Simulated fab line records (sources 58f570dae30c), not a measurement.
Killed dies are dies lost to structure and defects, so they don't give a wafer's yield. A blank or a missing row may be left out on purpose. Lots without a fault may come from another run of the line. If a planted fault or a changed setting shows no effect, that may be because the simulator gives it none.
One fault through the eyes of 2 desks / flow berkeley cmos170 / each desk has only its own numbers; what lay behind them comes last

## THE METROLOGY DESK
Lot by lot, what the gauges showed, no matter which tool ran the lot: averages of those sampled wafers that carry a number. The brackets show how far a lot's mean lies from the usual mean; more than 4 standard deviations puts the lot out of limits, marked OUT.
Columns: A = PVT_OVL at UCB170_PVT_OVL_MEAS_06, usual 1 nm
lot=L483; first seen here=day 6 16:31; A=6
lot=L484; first seen here=day 6 16:52; A=-4
lot=L485; first seen here=day 7 08:50; A=4
lot=L488; first seen here=day 7 21:14; A=9
lot=L490; first seen here=day 7 21:31; A=6
lot=L487; first seen here=day 7 21:47; A=-5
lot=L489; first seen here=day 7 21:56; A=3
lot=L493; first seen here=day 9 08:10; A=-3
lot=L497; first seen here=day 10 01:08; A=-3
lot=L498; first seen here=day 10 12:16; A=0
lot=L501; first seen here=day 10 12:32; A=2
lot=L500; first seen here=day 10 13:46; A=9
lot=L503; first seen here=day 10 23:13; A=6
lot=L504; first seen here=day 11 06:04; A=2
Finding of this desk: none of the 14 lots has anything out of limits.

## AT THE TOOL OWNER'S DESK: pecvd-01
The tool's own readings at UCB170_SPACER_CVD_00 (deposits SiO2 from TEOS/O2, target thk 376 nm, time 47 s): means of the sampled wafers that have a number, for each lot that ran on this tool. The brackets show how far a lot's mean lies from the usual mean; more than 4 standard deviations puts the lot out of limits, marked OUT.
Columns: A = heater power w at UCB170_SPACER_CVD_00, usual 274 W; B = rf fwd power W at UCB170_SPACER_CVD_00, usual 543.5 W
lot=L484; first seen here=day 7 16:30; A=253; B=545.8
lot=L485; first seen here=day 8 02:14; A=252; B=547.4
lot=L488; first seen here=day 8 18:49; A=241; B=544.2
lot=L493; first seen here=day 10 03:58; A=275; B=546.6
lot=L500; first seen here=day 11 05:08; A=279; B=478.0 (-25) OUT
lot=L501; first seen here=day 11 06:58; A=292; B=478.4 (-25) OUT
This desk's verdict: out of limits on L500, L501, starting with L500 at day 11 05:08 (rf fwd power W at UCB170_SPACER_CVD_00). L484, L485, L488, L493 stayed within limits.

## PUT TOGETHER
The tool owner's desk had the chance to raise an alarm at day 11 05:08 on L500, L501.
Nothing out of limits was seen by the metrology desk.
The metrology desk holds a record of L500, L501, inside its limits.
Every lot named ran UCB170_SPACER_CVD_00 on pecvd-01.

## WHAT THE SIMULATOR HAD PUT IN
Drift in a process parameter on pecvd-01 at UCB170_SPACER_CVD_00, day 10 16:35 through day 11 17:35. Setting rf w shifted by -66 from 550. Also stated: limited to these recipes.
Struck lots among those shown: L500, L501.
How many hours passed from the start of the fault until each desk's first out-of-limits reading: the tool owner's desk, 13.
